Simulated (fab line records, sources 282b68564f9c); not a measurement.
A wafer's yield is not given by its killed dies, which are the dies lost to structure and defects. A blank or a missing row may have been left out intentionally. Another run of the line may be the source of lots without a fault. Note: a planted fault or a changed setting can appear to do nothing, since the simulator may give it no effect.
Commonality check across tools / flow rit cmos / 13 lots and 42 wafers in the sample

== WHY IT WAS OPENED ==
At RIT_NLDD_TW_MEAS_10 the reading NLDD_TW is flagged on 1 of 13 lots. Wafers without a fault read 2466, standard deviation 21.
Rule: a lot is flagged when every wafer of it that has a number lies more than 4 standard deviations from that mean, or none has a number. As for the other lots, they are considered sound.

lot=L744; measured=day 2 22:05; on=film metro-02; NLDD_TW, wafer by wafer=2485 2477 2473; flag=
lot=L745; measured=day 3 02:35; on=film metro-02; NLDD_TW, wafer by wafer=2474 2493 2491; flag=
lot=L746; measured=day 3 09:14; on=film metro-03; NLDD_TW, wafer by wafer=2461 2466 2466; flag=
lot=L747; measured=day 3 16:57; on=film metro-03; NLDD_TW, wafer by wafer=2450 2467 2465; flag=
lot=L749; measured=day 4 00:44; on=film metro-04; NLDD_TW, wafer by wafer=2477 2479 2474; flag=
lot=L751; measured=day 4 11:04; on=film metro-02; NLDD_TW, wafer by wafer=2477 2477 2487; flag=
lot=L752; measured=day 4 15:28; on=film metro-04; NLDD_TW, wafer by wafer=2475 2462 2462; flag=
lot=L753; measured=day 4 23:32; on=film metro-02; NLDD_TW, wafer by wafer=2488 2478 2479; flag=
lot=L754; measured=day 5 01:28; on=film metro-03; NLDD_TW, wafer by wafer=30 30 30 30 30 30; flag=FLAGGED
lot=L764; measured=day 7 03:09; on=film metro-04; NLDD_TW, wafer by wafer=2460 2478 2480; flag=
lot=L765; measured=day 7 07:31; on=film metro-04; NLDD_TW, wafer by wafer=2476 2477 2480; flag=
lot=L766; measured=day 7 13:55; on=film metro-04; NLDD_TW, wafer by wafer=2463 2470 2475; flag=
lot=L767; measured=day 7 16:20; on=film metro-03; NLDD_TW, wafer by wafer=2431 2432 2436; flag=
Flagged lots average 30: -2436 relative to the usual, that is -99 or more standard deviations.

== EACH LOT AND THE TOOL IT RAN ON ==
The record keeps 1 process step preceding the reading, out of 202 steps on the route. Cell contents, in order: the tool; ch with the chambers the sampled wafers went through; the start.
lot=L744; flag=; RIT_NLDD_EXPOSE_03=iline stepper-01 ch 0, day 2 21:11
lot=L745; flag=; RIT_NLDD_EXPOSE_03=iline stepper-02 ch 0, day 3 01:41
lot=L746; flag=; RIT_NLDD_EXPOSE_03=iline stepper-02 ch 0, day 3 08:20
lot=L747; flag=; RIT_NLDD_EXPOSE_03=iline stepper-01 ch 0, day 3 16:03
lot=L749; flag=; RIT_NLDD_EXPOSE_03=iline stepper-01 ch 0, day 3 23:50
lot=L751; flag=; RIT_NLDD_EXPOSE_03=iline stepper-02 ch 0, day 4 10:10
lot=L752; flag=; RIT_NLDD_EXPOSE_03=iline stepper-02 ch 0, day 4 14:34
lot=L753; flag=; RIT_NLDD_EXPOSE_03=iline stepper-01 ch 0, day 4 22:38
lot=L754; flag=FLAGGED; RIT_NLDD_EXPOSE_03=iline stepper-02 ch 0, day 5 00:34
lot=L764; flag=; RIT_NLDD_EXPOSE_03=iline stepper-01 ch 0, day 7 02:14
lot=L765; flag=; RIT_NLDD_EXPOSE_03=iline stepper-02 ch 0, day 7 06:26
lot=L766; flag=; RIT_NLDD_EXPOSE_03=iline stepper-01 ch 0, day 7 13:01
lot=L767; flag=; RIT_NLDD_EXPOSE_03=iline stepper-01 ch 0, day 7 15:25
What these steps do:
- RIT_NLDD_EXPOSE_03: exposes mask M7, target cd 40700 nm.
- RIT_NLDD_TW_MEAS_10

== FLAGGED AGAINST TOTAL, ONE TOOL AT A TIME (gauges that did the reading follow at the end) ==
step=RIT_NLDD_EXPOSE_03; tool=iline stepper-01; lots run=7; flagged=0; share of the flagged lots=none; sound lots run after its first flagged lot=-
step=RIT_NLDD_EXPOSE_03; tool=iline stepper-02; lots run=6; flagged=1; share of the flagged lots=all; sound lots run after its first flagged lot=1 (L765)
step=RIT_NLDD_TW_MEAS_10; tool=film metro-02; lots run=4; flagged=0; share of the flagged lots=none; sound lots run after its first flagged lot=-
step=RIT_NLDD_TW_MEAS_10; tool=film metro-03; lots run=4; flagged=1; share of the flagged lots=all; sound lots run after its first flagged lot=1 (L767)
step=RIT_NLDD_TW_MEAS_10; tool=film metro-04; lots run=5; flagged=0; share of the flagged lots=none; sound lots run after its first flagged lot=-

== WHAT THE TABLE ALLOWS ==
2 rows of the table ran every flagged lot: iline stepper-02 at RIT_NLDD_EXPOSE_03, film metro-03 at RIT_NLDD_TW_MEAS_10.
- iline stepper-02 at RIT_NLDD_EXPOSE_03: 1 of its 6 lots flagged. After the first flagged lot (L765), sound lots still ran on it; a lasting fault on the whole tool would not permit that.
- film metro-03 at RIT_NLDD_TW_MEAS_10: 1 of its 4 lots flagged. After the first flagged lot (L767), sound lots still ran on it; a lasting fault on the whole tool would not permit that.
There is no row in the table that ran each flagged lot and no sound lot after the first.

== WHAT THE SIMULATOR PUT IN ==
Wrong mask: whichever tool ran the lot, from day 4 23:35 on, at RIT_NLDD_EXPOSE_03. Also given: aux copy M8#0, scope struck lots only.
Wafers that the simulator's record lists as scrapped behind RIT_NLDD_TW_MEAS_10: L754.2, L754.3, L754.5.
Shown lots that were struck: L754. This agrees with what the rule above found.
